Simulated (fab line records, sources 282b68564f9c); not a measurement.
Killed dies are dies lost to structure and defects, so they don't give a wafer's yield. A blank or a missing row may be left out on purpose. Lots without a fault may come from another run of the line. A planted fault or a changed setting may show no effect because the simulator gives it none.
fab line records | flow rit_cmos
record lots=7 wafers=21 last_day=6
route steps=202 shown REOX@99 NLDD@103 PLDD@114 SPACER@125 NSD@131 M1@202
lots that met no fault: from a run of the same line without faults
start_h: hours from the record's first day to the start of the lot's first wafer shown | wait_h: hours since the lot's step before | " the same as in the row above | L1.1+2: a row that stands for several wafers | - no value, or no start given | * or withheld: withheld | < > ~ a bound
route shown NAME@n: a module of which the file shows steps, and the number in the route of the first | usual: mean/standard deviation of fault-free wafers | same: alike in all rows | chamber/n: place in a boat | sites: the reading at each site | _std_site: their standard deviation | _edge_site: outer sites' mean less inner sites' | radius_mm: how far each site lies from the wafer's centre | mask NAME#n: copy n | behind: the tool/chamber that last shaped the wafer | hold: why the lot was held/for how many hours/how that ended | device: the transistor (n, p or np) that didn't switch | end of line: the same wafers' tests at the end of the route | a step without rows: its recipe alone | killed: dies lost to structure and defects at the first sort, not the wafer's yield | map: a wafer's dies, x killed, . not, _ none there
set.NAME: the setting as run; set.NAME@STEP: as run at that earlier step | model.NAME: the simulator's own value behind a step, which no gauge read
lots at some steps of the route; a table a step, a row a wafer
services: from which hour (start_h, from the record's first day; less than 0 if before it) a tool's chamber was out of use, for how many hours, and why
## steps
# step RIT_REOX_CLEAN_01
# recipe chemistry=dHF dilution=50:1 time_s=30
# step RIT_REOX_CLEAN_02
# recipe chemistry=SC2 mix=3:3:50 time_s=600 temp_c=75 dry=n2_spin
# step RIT_REOX_OXIDATION_03
# recipe temp_c=900 ambient=O2 target_thk_a=252 ox_time_s=5580
# step RIT_REOX_THK_MEAS_04
# recipe reads=SiO2_of_REOX_OXIDATION_03
# usual REOX_OXIDE_THK=25.0/0.51
# columns lot.wafer tool chamber start_h wait_h REOX_OXIDE_THK[nm]
L981.2 film_metro-01 - 55.67 0.0 25.6
L981.3 " - " " 25.2
L981.4 " - " " 25.4
L984.2 film_metro-03 - 67.60 0.0 25.6
L984.3 " - " " 26.0
L984.6 " - " " 25.6
L990.1 film_metro-03 - 96.67 0.0 24.5
L990.4 " - " " 24.4
L990.6 " - " " 24.0
L991.2 film_metro-03 - 105.19 0.0 24.8
L991.3 " - " " 25.3
L991.5 " - " " 24.8
L992.1 film_metro-01 - 107.73 0.0 25.2
L992.2 " - " " 24.8
L992.3 " - " " 25.2
L993.1 film_metro-03 - 115.32 0.0 25.7
L993.2 " - " " 25.4
L993.3 " - " " 25.3
L997.1 film_metro-01 - 135.16 0.0 25.0
L997.3 " - " " 25.2
L997.4 " - " " 25.2
# step RIT_NLDD_HMDS_00
# recipe prime_time_s=60 prime_temp_c=140
# step RIT_NLDD_COAT_01
# recipe resist=NOVOLAK spin_rpm=3250 resist_thk_nm=1000
# step RIT_NLDD_SOFTBAKE_02
# recipe resist=NOVOLAK temp_c=90 time_s=60
# step RIT_NLDD_EXPOSE_03
# recipe mask_id=M7 na=0.57 target_cd_nm=40700 dose_mj=250
# step RIT_NLDD_PEB_04
# recipe resist=NOVOLAK temp_c=withheld time_s=withheld
# step RIT_NLDD_DEVELOP_05
# recipe resist=NOVOLAK develop_time_s=50 dev_temp_c=23
# step RIT_NLDD_OVL_MEAS_06
# usual NLDD_OVL=-1.1/1.5
# columns lot.wafer tool chamber start_h wait_h NLDD_OVL[nm]
L981.2 overlay-02 - 56.70 - 1.0
L981.3 " - " " 0.6
L981.4 " - " " -1.2
L984.2 overlay-01 - 68.51 - -0.2
L984.3 " - " " -1.2
L984.6 " - " " -0.7
L990.1 overlay-02 - 97.71 - 3.0
L990.4 " - " " 1.4
L990.6 " - " " 1.4
L991.2 overlay-02 - 106.25 - -3.3
L991.3 " - " " -2.2
L991.5 " - " " -1.3
L992.1 overlay-01 - 108.77 - -1.4
L992.2 " - " " -0.9
L992.3 " - " " -2.2
L993.1 overlay-01 - 116.70 - -3.4
L993.2 " - " " -1.7
L993.3 " - " " -4.0
L997.1 overlay-01 - 136.07 - -1.0
L997.3 " - " " -2.4
L997.4 " - " " -1.0
# step RIT_NLDD_HARDBAKE_07
# recipe resist=NOVOLAK temp_c=140 time_s=60
# step RIT_NLDD_IMPLANT_08
# recipe species=P energy_kev=20 dose_cm2=5e+14 tilt_deg=7
# usual dose_ions_cm2=5e+14/4.8e+11 end_station_pressure_torr=6.2e-06/3.6e-07 faraday_current_uA=1572/30
# columns lot.wafer tool chamber start_h wait_h dose_ions_cm2 end_station_pressure_torr faraday_current_uA
L981.2 implanter-04 0 56.91 0.1 5.003e+14 5.9e-06 1602
L981.3 " 0 " " 4.999e+14 5.9e-06 1572
L981.4 " 0 " " 5.006e+14 6.5e-06 1639
L984.2 implanter-03 0 68.72 0.1 4.99e+14 6.4e-06 1568
L984.3 " 0 " " 4.996e+14 6.1e-06 1567
L984.6 " 0 " " 4.99e+14 6.4e-06 1560
L990.1 implanter-03 0 97.89 0.1 1.004e+14 5.1e-06 323
L990.4 " 0 " " 9.98e+13 4.9e-06 306
L990.6 " 0 " " 9.94e+13 5.5e-06 310
L991.2 implanter-03 0 106.46 0.1 1e+14 5.1e-06 308
L991.3 " 0 " " 9.97e+13 5.5e-06 315
L991.5 " 0 " " 1.001e+14 5e-06 313
L992.1 implanter-02 0 109.08 0.1 5e+14 6.5e-06 1590
L992.2 " 0 " " 5.008e+14 6e-06 1611
L992.3 " 0 " " 5.009e+14 6.5e-06 1624
L993.1 implanter-03 0 116.88 0.1 9.98e+13 5.8e-06 317
L993.2 " 0 " " 1.005e+14 5.1e-06 311
L993.3 " 0 " " 9.92e+13 5.2e-06 319
L997.1 implanter-04 0 136.25 0.1 5.008e+14 6.5e-06 1543
L997.3 " 0 " " 5.008e+14 6e-06 1578
L997.4 " 0 " " 5.002e+14 6.3e-06 1624
# step RIT_NLDD_STRIP_09
# recipe chemistry=O2 time_s=180 resist=NOVOLAK platen_temp_c=withheld power_w=500 pressure_mtorr=4000 o2_flow_sccm=4000
# usual drypump_motor_current_A=5.5/0.38
# columns lot.wafer tool chamber start_h wait_h drypump_motor_current_A rf_hours_counter_h
L981.2 plasma_asher-03 0 57.03 0.1 5.2 22
L981.3 " 1 " " 5.4 -
L981.4 " 0 " " 5.2 -
L984.2 plasma_asher-02 1 68.84 0.1 5.2 45
L984.3 " 0 " " 6.2 -
L984.6 " 0 " " 6.2 -
L990.1 plasma_asher-04 0 98.04 0.1 5.3 45
L990.4 " 0 " " 5.3 -
L990.6 " 0 " " 5.3 -
L991.2 plasma_asher-04 1 106.58 0.1 6.0 46
L991.3 " 1 " " 6.0 -
L991.5 " 0 " " 5.3 -
L992.1 plasma_asher-04 0 109.25 0.1 5.3 46
L992.2 " 1 " " 6.1 46
L992.3 " 1 " " 6.0 -
L993.1 plasma_asher-04 0 117.03 0.1 5.3 48
L993.2 " 1 " " 6.0 48
L993.3 " 1 " " 6.0 -
L997.1 plasma_asher-04 0 136.40 0.1 5.3 50
L997.3 " 1 " " 6.0 -
L997.4 " 0 " " 5.2 -
# step RIT_NLDD_TW_MEAS_10
# usual NLDD_TW=2481/13
# columns lot.wafer tool chamber start_h wait_h NLDD_TW
L981.2 film_metro-02 - 57.22 0.1 2493
L981.3 " - " " 2486
L981.4 " - " " 2488
L984.2 film_metro-01 - 69.03 0.1 2464
L984.3 " - " " 2479
L984.6 " - " " 2462
L990.1 film_metro-04 - 98.22 0.1 1544
L990.4 " - " " 1553
L990.6 " - " " 1547
L991.2 film_metro-02 - 106.77 0.1 1553
L991.3 " - " " 1548
L991.5 " - " " 1551
L992.1 film_metro-04 - 109.43 0.1 2492
L992.2 " - " " 2491
L992.3 " - " " 2488
L993.1 film_metro-02 - 117.21 0.1 1580
L993.2 " - " " 1560
L993.3 " - " " 1568
L997.1 film_metro-04 - 136.58 0.1 2475
L997.3 " - " " 2476
L997.4 " - " " 2486
# step RIT_PLDD_HMDS_00
# recipe prime_time_s=60 prime_temp_c=140
# step RIT_PLDD_COAT_01
# recipe resist=NOVOLAK spin_rpm=3250 resist_thk_nm=1000
# step RIT_PLDD_SOFTBAKE_02
# recipe resist=NOVOLAK temp_c=90 time_s=60
# step RIT_PLDD_EXPOSE_03
# recipe mask_id=M8 na=0.57 target_cd_nm=40900 dose_mj=250
# step RIT_PLDD_PEB_04
# recipe resist=NOVOLAK temp_c=withheld time_s=withheld
# step RIT_PLDD_DEVELOP_05
# recipe resist=NOVOLAK develop_time_s=50 dev_temp_c=23
# step RIT_PLDD_OVL_MEAS_06
# usual PLDD_OVL=0.4/1.4
# columns lot.wafer tool chamber start_h wait_h PLDD_OVL[nm]
L981.2 overlay-01 - 58.37 - 0.0
L981.3 " - " " 1.3
L981.4 " - " " 0.5
L984.2 overlay-01 - 69.96 - -0.5
L984.3 " - " " -1.2
L984.6 " - " " 0.3
L990.1 overlay-02 - 99.13 - 1.2
L990.4 " - " " 0.4
L990.6 " - " " -1.1
L991.2 overlay-01 - 107.67 - 1.4
L991.3 " - " " 1.3
L991.5 " - " " 2.6
L992.1 overlay-02 - 110.46 - 1.9
L992.2 " - " " 2.1
L992.3 " - " " 0.8
L993.1 overlay-01 - 118.12 - 0.4
L993.2 " - " " -1.3
L993.3 " - " " 0.9
L997.1 overlay-01 - 137.61 - 1.9
L997.3 " - " " 0.9
L997.4 " - " " 1.0
# step RIT_PLDD_HARDBAKE_07
# recipe resist=NOVOLAK temp_c=140 time_s=60
# step RIT_PLDD_IMPLANT_08
# recipe species=BF2 energy_kev=20 dose_cm2=9e+14 tilt_deg=7
# step RIT_PLDD_STRIP_09
# recipe chemistry=O2 time_s=180 resist=NOVOLAK platen_temp_c=withheld power_w=500 pressure_mtorr=4000 o2_flow_sccm=4000
# usual drypump_motor_current_A=5.5/0.42
# columns lot.wafer tool chamber start_h wait_h drypump_motor_current_A rf_hours_counter_h
L981.2 plasma_asher-01 1 58.70 0.1 5.1 45
L981.3 " 1 " " 5.1 -
L981.4 " 0 " " 6.1 -
L984.2 plasma_asher-03 0 70.29 0.1 5.2 23
L984.3 " 1 " " 5.4 -
L984.6 " 1 " " 5.4 -
L990.1 plasma_asher-03 1 99.46 0.1 5.4 26
L990.4 " 0 " " 5.1 -
L990.6 " 0 " " 5.2 -
L991.2 plasma_asher-01 0 108.00 0.1 6.2 50
L991.3 " 1 " " 5.1 -
L991.5 " 0 " " 6.1 -
L992.1 plasma_asher-01 0 110.80 0.1 6.1 50
L992.2 " 1 " " 5.1 50
L992.3 " 0 " " 6.1 -
L993.1 plasma_asher-04 1 118.45 0.1 6.0 48
L993.2 " 0 " " 5.2 48
L993.3 " 0 " " 5.2 -
L997.1 plasma_asher-03 1 137.95 0.1 5.4 30
L997.3 " 1 " " 5.4 -
L997.4 " 0 " " 5.2 -
# step RIT_PLDD_TW_MEAS_10
# usual PLDD_TW=2346/12
# columns lot.wafer tool chamber start_h wait_h PLDD_TW
L981.2 film_metro-02 - 58.88 0.1 2345
L981.3 " - " " 2335
L981.4 " - " " 2347
L984.2 film_metro-01 - 70.48 0.1 2336
L984.3 " - " " 2333
L984.6 " - " " 2330
L990.1 film_metro-02 - 99.64 0.1 2361
L990.4 " - " " 2357
L990.6 " - " " 2342
L991.2 film_metro-01 - 108.19 0.1 2361
L991.3 " - " " 2358
L991.5 " - " " 2358
L992.1 film_metro-02 - 110.97 0.1 2348
L992.2 " - " " 2355
L992.3 " - " " 2373
L993.1 film_metro-02 - 118.63 0.1 2354
L993.2 " - " " 2354
L993.3 " - " " 2352
L997.1 film_metro-01 - 138.12 0.1 2355
L997.3 " - " " 2355
L997.4 " - " " 2347
# step RIT_SPACER_CLEAN_00
# recipe chemistry=SC1 mix=3:3:50 time_s=600 temp_c=75
# step RIT_SPACER_CLEAN_01
# recipe chemistry=dHF dilution=50:1 time_s=30
# step RIT_SPACER_CLEAN_02
# recipe chemistry=SC2 mix=3:3:50 time_s=600 temp_c=75 dry=n2_spin
# step RIT_SPACER_CVD_03
# recipe material=Si3N4 target_thk_nm=250 temp_c=810 precursor=SiH2Cl2/NH3 time_s=3300 pressure_mtorr=300 sih2cl2_flow_sccm=60 nh3_flow_sccm=150
# step RIT_SPACER_THK_MEAS_04
# recipe reads=Si3N4_of_SPACER_CVD_03
# usual SPACER_NITRIDE_THK=249.8/2
# columns lot.wafer tool chamber start_h wait_h SPACER_NITRIDE_THK[nm]
L981.2 film_metro-01 - 62.19 0.0 251.1
L981.3 " - " " 248.3
L981.4 " - " " 251.3
L984.2 film_metro-02 - 72.84 0.0 251.4
L984.3 " - " " 253.0
L984.6 " - " " 251.2
L990.1 film_metro-03 - 102.94 0.0 249.5
L990.4 " - " " 251.5
L990.6 " - " " 251.1
L991.2 film_metro-01 - 110.66 0.0 250.4
L991.3 " - " " 249.5
L991.5 " - " " 249.2
L992.1 film_metro-03 - 114.47 0.0 250.2
L992.2 " - " " 250.1
L992.3 " - " " 250.4
L993.1 film_metro-03 - 121.00 0.0 249.7
L993.2 " - " " 250.0
L993.3 " - " " 250.1
L997.1 film_metro-03 - 141.43 0.0 252.3
L997.3 " - " " 251.8
L997.4 " - " " 251.2
# step RIT_SPACER_ETCHBACK_05
# recipe target_depth_a=2500 SF6_flow_sccm=30 CHF3_flow_sccm=30 target=Si3N4 chemistry=SF6/CHF3 pressure_mtorr=40 rf_w=250 time_s=240 stop_on=SiO2
# usual drypump_motor_current_A=5.8/0.6 oes_product_au=0.850/0.013 throttle_valve_pct=10.24/0.16
# columns lot.wafer tool chamber start_h wait_h drypump_motor_current_A oes_product_au rf_hours_counter_h throttle_valve_pct
L981.2 rie_diel-01 3 62.24 0.0 6.7 0.861 79 10.18
L981.3 " 1 " " 6.0 0.848 147 10.37
L981.4 " 2 " " 6.3 0.861 156 10.09
L984.2 rie_diel-01 3 72.89 0.0 6.7 0.861 79 10.18
L984.3 " 2 " " 6.3 0.869 156 10.10
L984.6 " 2 " " 6.2 0.861 - 10.10
L990.1 rie_diel-04 0 103.00 0.1 6.0 0.850 1 10.56
L990.4 " 3 " " 5.1 0.838 - 10.16
L990.6 " 0 " " 6.0 0.852 - 10.53
L991.2 rie_diel-01 2 110.71 0.0 6.3 0.866 157 10.10
L991.3 " 0 " " 6.2 0.838 143 10.39
L991.5 " 0 " " 6.2 0.842 - 10.40
L992.1 rie_diel-03 3 114.53 0.1 5.8 0.851 120 10.02
L992.2 " 1 " " 5.0 0.846 135 10.23
L992.3 " 0 " " 4.8 0.859 13 10.52
L993.1 rie_diel-01 0 121.06 0.1 6.2 0.838 144 10.38
L993.2 " 1 " " 6.0 0.855 148 10.38
L993.3 " 3 " " 6.6 0.859 80 10.20
L997.1 rie_diel-03 2 141.49 0.1 5.1 0.838 42 10.17
L997.3 " 3 " " 5.8 0.853 120 10.03
L997.4 " 0 " " 4.8 0.863 14 10.54
# step RIT_NSD_HMDS_00
# recipe prime_time_s=60 prime_temp_c=140
# step RIT_NSD_COAT_01
# recipe resist=NOVOLAK spin_rpm=3250 resist_thk_nm=1000
# step RIT_NSD_SOFTBAKE_02
# recipe resist=NOVOLAK temp_c=90 time_s=60
# step RIT_NSD_EXPOSE_03
# recipe mask_id=M9 na=0.57 target_cd_nm=40700 dose_mj=250
# step RIT_NSD_PEB_04
# recipe resist=NOVOLAK temp_c=withheld time_s=withheld
# step RIT_NSD_DEVELOP_05
# recipe resist=NOVOLAK develop_time_s=50 dev_temp_c=23
# step RIT_NSD_OVL_MEAS_06
# usual NSD_OVL=-1.4/1.3
# columns lot.wafer tool chamber start_h wait_h NSD_OVL[nm]
L981.2 overlay-01 - 63.37 - -1.5
L981.3 " - " " -2.0
L981.4 " - " " -1.8
L984.2 overlay-01 - 74.14 - -3.1
L984.3 " - " " -1.9
L984.6 " - " " -1.8
L990.1 overlay-01 - 104.13 - -1.6
L990.4 " - " " -1.8
L990.6 " - " " -1.9
L991.2 overlay-01 - 111.71 - -1.8
L991.3 " - " " -0.8
L991.5 " - " " -2.2
L992.1 overlay-01 - 115.53 - -0.5
L992.2 " - " " -1.8
L992.3 " - " " -2.2
L993.1 overlay-02 - 122.06 - 0.2
L993.2 " - " " 0.9
L993.3 " - " " -1.7
L997.1 overlay-01 - 142.64 - -2.0
L997.3 " - " " -2.4
L997.4 " - " " -2.3
# step RIT_NSD_HARDBAKE_07
# recipe resist=NOVOLAK temp_c=140 time_s=60
# step RIT_NSD_IMPLANT_08
# recipe species=P energy_kev=25 dose_cm2=1e+15 tilt_deg=7
# step RIT_NSD_STRIP_09
# recipe chemistry=O2 time_s=180 resist=NOVOLAK platen_temp_c=withheld power_w=500 pressure_mtorr=4000 o2_flow_sccm=4000
# usual drypump_motor_current_A=5.7/0.43
# columns lot.wafer tool chamber start_h wait_h drypump_motor_current_A rf_hours_counter_h
L981.2 plasma_asher-04 1 63.70 0.1 6.0 41
L981.3 " 1 " " 6.0 -
L981.4 " 0 " " 5.3 -
L984.2 plasma_asher-04 1 74.47 0.1 6.0 43
L984.3 " 0 " " 5.3 -
L984.6 " 1 " " 6.0 -
L990.1 plasma_asher-04 1 104.46 0.1 6.0 45
L990.4 " 1 " " 6.0 -
L990.6 " 1 " " 6.0 -
L991.2 plasma_asher-04 0 112.04 0.1 5.3 47
L991.3 " 1 " " 6.0 -
L991.5 " 0 " " 5.3 -
L992.1 plasma_asher-04 1 115.93 0.1 6.0 47
L992.2 " 0 " " 5.3 47
L992.3 " 1 " " 6.0 -
L993.1 plasma_asher-04 1 122.40 0.1 6.0 48
L993.2 " 0 " " 5.3 48
L993.3 " 1 " " 6.0 -
L997.1 plasma_asher-04 0 142.97 0.1 5.3 50
L997.3 " 0 " " 5.2 -
L997.4 " 1 " " 6.1 -
# step RIT_SDANNEAL_RS_MEAS_07
# recipe thk_meas_gauge=four-point-probe
# usual NLDD_RS=151.5/0.52
# columns lot.wafer tool chamber start_h wait_h NLDD_RS[ohm/sq]
L981.2 film_metro-01 - 66.16 0.1 151.4
L981.3 " - " " 151.8
L981.4 " - " " 151.6
L984.2 film_metro-02 - 76.93 0.1 151.9
L984.3 " - " " 151.8
L984.6 " - " " 151.8
L990.1 film_metro-04 - 107.09 0.1 519.9
L990.4 " - " " 516.6
L990.6 " - " " 519.6
L991.2 film_metro-02 - 114.68 0.1 518.8
L991.3 " - " " 518.1
L991.5 " - " " 520.6
L992.1 film_metro-01 - 118.56 0.1 151.0
L992.2 " - " " 151.2
L992.3 " - " " 151.7
L993.1 film_metro-02 - 124.86 0.1 494.8
L993.2 " - " " 504.9
L993.3 " - " " 503.6
L997.1 film_metro-04 - 145.57 0.1 152.0
L997.3 " - " " 152.2
L997.4 " - " " 151.9
# step RIT_M1_PROBE_99
# usual killed_at_M0_to_M3=0.0/0.18 killed_at_front_end=7/3 killed_dies=7/3.1 killed_open=3.3/1.8 killed_short=3.6/2
# same gross_dies=264 killed_at_M4_up=0 killed_at_back_side=0 killed_at_contacts=0 killed_at_other=0
# columns lot.wafer tool chamber start_h wait_h killed_at_M0_to_M3 killed_at_front_end killed_dies killed_open killed_short
L984.2 prober-02 - 84.50 0.1 0 8 8 3 5
L984.3 prober-02 - 84.55 0.2 0 4 4 1 3
L984.6 prober-02 - 84.70 0.2 0 5 5 3 2
L990.1 prober-02 - 114.58 0.1 0 11 11 6 5
L990.4 prober-02 - 114.73 0.2 0 2 2 2 0
L990.6 prober-02 - 114.83 0.2 0 6 6 1 5
L992.1 prober-02 - 125.57 0.1 0 7 7 1 6
L992.2 prober-02 - 125.62 0.1 0 4 4 1 3
L992.3 prober-02 - 125.67 0.2 0 4 4 2 2
L993.1 prober-01 - 132.07 0.1 0 4 4 1 3
L993.2 prober-01 - 132.12 0.1 0 10 10 7 3
L993.3 prober-01 - 132.17 0.2 0 4 4 1 3
L997.1 prober-01 - 152.57 0.1 0 6 6 1 5
L997.3 prober-01 - 152.67 0.2 0 6 6 3 3
L997.4 prober-01 - 152.72 0.2 0 3 3 3 0
# killed by level:class
L984.2 GATE:geometric_particle:open=3 GATE:geometric_particle:short=3 REOX:geometric_particle:short=1 SILICIDE:geometric_particle:short=1
L984.3 REOX:geometric_particle:short=2 GATE:geometric_particle:open=1 GATE:geometric_particle:short=1
L984.6 GATE:geometric_particle:open=2 FOX1:geometric_particle:short=1 GATE:geometric_particle:short=1 SILICIDE:geometric_particle:open=1
L990.1 REOX:geometric_particle:open=2 SILICIDE:geometric_particle:open=2 FOX1:geometric_particle:open=1 FOX1:geometric_particle:short=1 GATE:geometric_particle:short=1 REOX:geometric_particle:short=1 SPACER:geometric_particle:short=1 SPACER:geometric_particle:open=1
L990.4 FOX1:geometric_particle:open=1 SPACER:geometric_particle:open=1
L990.6 GATE:geometric_particle:short=2 FOX1:geometric_particle:open=1 REOX:geometric_particle:short=1 SPACER:geometric_particle:short=1 SILICIDE:geometric_particle:short=1
L992.1 FOX1:geometric_particle:short=3 FOX2:geometric_particle:short=1 GATE:geometric_particle:short=1 SPACER:geometric_particle:short=1 SILICIDE:geometric_particle:open=1
L992.2 FOX1:geometric_particle:short=2 SILICIDE:geometric_particle:open=1 SILICIDE:geometric_particle:short=1
L992.3 GATE:geometric_particle:short=1 GATE:geometric_particle:open=1 SILICIDE:geometric_particle:open=1 SILICIDE:geometric_particle:short=1
L993.1 GATE:geometric_particle:short=2 GATE:geometric_particle:open=1 REOX:geometric_particle:short=1
L993.2 GATE:geometric_particle:open=4 FOX2:geometric_particle:short=2 SPACER:geometric_particle:open=2 FOX1:geometric_particle:short=1 SILICIDE:geometric_particle:open=1
L993.3 FOX1:geometric_particle:short=1 FOX2:geometric_particle:short=1 SPACER:geometric_particle:short=1 SILICIDE:geometric_particle:open=1
L997.1 GATE:geometric_particle:short=3 FOX1:geometric_particle:short=1 GATE:geometric_particle:open=1 REOX:geometric_particle:short=1
L997.3 GATE:geometric_particle:open=3 FOX2:geometric_particle:short=1 GATE:geometric_particle:short=1 SILICIDE:geometric_particle:short=1
L997.4 GATE:geometric_particle:open=2 FOX1:geometric_particle:open=1
## services
# columns tool chamber start_h hours kind
implanter-03 - 35.90 3.8 pm
implanter-04 - 36.35 3.1 pm
rie_diel-03 - 45.61 2.8 pm
rie_diel-04 3 64.28 8.8 repair
rie_diel-03 0 65.07 4.6 repair
implanter-02 - 65.66 1.6 repair
plasma_asher-04 - 66.74 3.4 repair
rie_diel-04 3 74.23 2.4 repair
rie_diel-04 1 101.29 - clean
rie_diel-04 1 101.29 23.8 scheduled_down
rie_diel-04 1 101.29 23.8 vent_cycle
implanter-04 - 107.55 4.1 repair
plasma_asher-03 - 107.98 6.8 repair
plasma_asher-02 - 108.75 9.0 pm
plasma_asher-02 0 108.75 9.0 vent_cycle
plasma_asher-02 1 108.75 9.0 vent_cycle
rie_diel-04 - 111.26 14.6 pm
rie_diel-01 2 117.40 - clean
rie_diel-01 2 117.40 20.2 scheduled_down
rie_diel-01 2 117.40 20.2 vent_cycle
plasma_asher-02 0 117.75 - clean
plasma_asher-02 1 117.75 - clean
implanter-03 - 118.57 0.6 repair
implanter-02 - 125.77 1.2 repair
## key
first_sign step=RIT_NLDD_IMPLANT_08 reading=dose_ions_cm2 direction=down sigmas=99+ usual=5e+14 struck=9.99e+13
effect step=RIT_NLDD_IMPLANT_08 reading=faraday_current_uA direction=down sigmas=42 usual=1572 struck=314
effect step=RIT_NLDD_TW_MEAS_10 reading=NLDD_TW direction=down sigmas=71 usual=2481 struck=1556
effect step=RIT_SDANNEAL_RS_MEAS_07 reading=NLDD_RS direction=up sigmas=99+ usual=151.5 struck=513.0
met_at RIT_NLDD_IMPLANT_08
struck_wafers L990.1,L990.4,L990.6,L991.2,L991.3,L991.5,L993.1,L993.2,L993.3
tester_left_out L990,L991,L993
onset_between 68.72 97.89
fault kind=process_parameter_drift tool=implanter-03 chamber=- onset_h=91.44 steps=RIT_NLDD_IMPLANT_08 channel=dose_cm2 offset=-4e+14 shape=step end_h=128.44 acts_in=these_recipes_only stated=5e+14
# tester_left_out: of these lots the tester's yield and bins aren't shown, on N5 and GAA mostly nor the transistor test; their killed dies are dies lost to structure and defects alone, not to doping, threshold or leakage, so they don't give the yield
